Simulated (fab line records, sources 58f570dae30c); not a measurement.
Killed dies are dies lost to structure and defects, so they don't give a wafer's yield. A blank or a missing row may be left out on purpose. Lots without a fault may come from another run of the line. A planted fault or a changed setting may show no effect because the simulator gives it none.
Which tool did it? | flow berkeley_cmos170 | 13 lots, 39 wafers sampled, at 4 steps of a route of 331

WHAT THE GAUGES READ, wafer by wafer
UCB170_NWELL_OVL_MEAS_12.
lot  | measured    | on         | NWELL_OVL (nm)
L338 | day 2 11:23 | overlay-02 | 10 4 10
L339 | day 2 11:40 | overlay-01 | -5 -5 -6
L340 | day 2 17:44 | overlay-01 | -3 2 3
L341 | day 3 00:31 | overlay-01 | -7 3 -3
L342 | day 3 03:48 | overlay-01 | 0 -3 -1
L343 | day 3 04:07 | overlay-02 | 4 0 3
L344 | day 3 12:56 | overlay-02 | -5 -1 -8
L345 | day 3 16:23 | overlay-02 | -6 4 4
L346 | day 3 20:08 | overlay-02 | 0 1 -2
L353 | day 5 16:01 | overlay-02 | 1 9 7
L356 | day 5 22:31 | overlay-01 | -2 -1 -1
L360 | day 7 01:51 | overlay-02 | 4 4 0
L361 | day 7 07:38 | overlay-02 | 0 2 5

UCB170_ACTIVE_OVL_MEAS_14.
lot  | measured    | on         | ACTIVE_OVL (nm)
L338 | day 4 08:16 | overlay-01 | 10 3 3
L339 | day 4 12:25 | overlay-01 | -4 -10 -13
L340 | day 4 13:02 | overlay-02 | -2 -8 -4
L341 | day 5 05:19 | overlay-01 | 3 4 2
L342 | day 5 05:34 | overlay-02 | 3 1 1
L343 | day 5 05:41 | overlay-01 | -5 -6 -4
L344 | day 5 14:09 | overlay-01 | -6 -4 -8
L345 | day 5 17:20 | overlay-01 | -3 0 -4
L346 | day 6 00:31 | overlay-01 | -5 -3 -2
L353 | day 7 21:05 | overlay-01 | 3 6 5
L356 | day 8 02:22 | overlay-01 | -2 0 4
L360 | day 9 01:58 | overlay-01 | -8 -9 -10
L361 | day 9 06:27 | overlay-01 | -6 -5 -2

UCB170_SACOX_THK_MEAS_02.
lot  | measured     | on            | SACOX_OXIDE_THK (nm)
L338 | day 5 09:49  | film_metro-03 | 16.0 16.1 15.9
L339 | day 5 11:31  | film_metro-01 | 16.0 15.9 16.0
L340 | day 5 11:32  | film_metro-03 | 16.2 16.1 16.2
L341 | day 6 00:11  | film_metro-01 | 15.4 15.5 15.7
L342 | day 6 00:10  | film_metro-02 | 15.3 15.1 15.2
L343 | day 6 00:11  | film_metro-03 | 15.5 15.6 15.6
L344 | day 6 13:28  | film_metro-03 | 15.7 15.7 15.9
L345 | day 6 18:52  | film_metro-02 | 16.1 16.3 16.1
L346 | day 7 06:12  | film_metro-02 | 16.5 16.4 16.2
L353 | day 8 14:39  | film_metro-03 | 17.1 17.1 17.0
L356 | day 8 23:16  | film_metro-03 | 17.1 17.4 17.5
L360 | day 9 22:45  | film_metro-01 | 15.6 15.7 15.6
L361 | day 10 03:22 | film_metro-02 | 16.3 16.2 16.5

UCB170_PVT_OVL_MEAS_06.
lot  | measured     | on         | PVT_OVL (nm)
L338 | day 5 21:01  | overlay-01 | -4 -2 -2
L339 | day 5 21:44  | overlay-02 | 1 2 -1
L340 | day 5 21:18  | overlay-02 | 1 11 12
L341 | day 6 15:40  | overlay-01 | 3 6 1
L342 | day 6 15:23  | overlay-01 | 11 7 7
L343 | day 6 15:57  | overlay-02 | 5 3 -1
L344 | day 7 04:30  | overlay-01 | 0 -2 -1
L345 | day 7 08:46  | overlay-01 | -5 0 3
L346 | day 7 19:34  | overlay-02 | 4 1 4
L353 | day 9 02:40  | overlay-02 | -3 3 -4
L356 | day 9 09:56  | overlay-01 | -1 -7 4
L360 | day 10 12:13 | overlay-02 | 8 9 5
L361 | day 10 16:11 | overlay-01 | -2 -7 -5

WHICH TOOL RAN EACH LOT (tool, then ch and the chambers of the sampled wafers, then the start)
The record holds no process step before these readings.

WHAT THE TOOLS THEMSELVES READ (means of the sampled wafers that have a number; where no wafer has one, the mark that the record gives instead)
The record holds no such reading with a usual standard deviation.

THE ANSWER, worked out from the rows above alone
Rule: what is usual is taken from the lots themselves. Put in order of their means at a reading, lots are off if they are a third of the lots or fewer, leave a main group of 4 or more, and stand apart from it by a gap of 3 or more times the standard deviation of the main group's means; of several such gaps the widest counts. A main group whose means are all the same, to the digits that the tables above print for the reading, isn't used. A lot without any number at a reading at which 4 lots or more have one is off too. The other lots that the step has rows for count as sound. The gauges are gone through in route order, then the tools' own readings, and for those a lot's mean is taken as printed above. The first step at which some lot is off is used, and at that step the reading that is off furthest; a lot without a number counts as furthest.
No lot is off at any reading shown: from this, nothing can be told.

WHAT THE SIMULATOR HAD PUT IN
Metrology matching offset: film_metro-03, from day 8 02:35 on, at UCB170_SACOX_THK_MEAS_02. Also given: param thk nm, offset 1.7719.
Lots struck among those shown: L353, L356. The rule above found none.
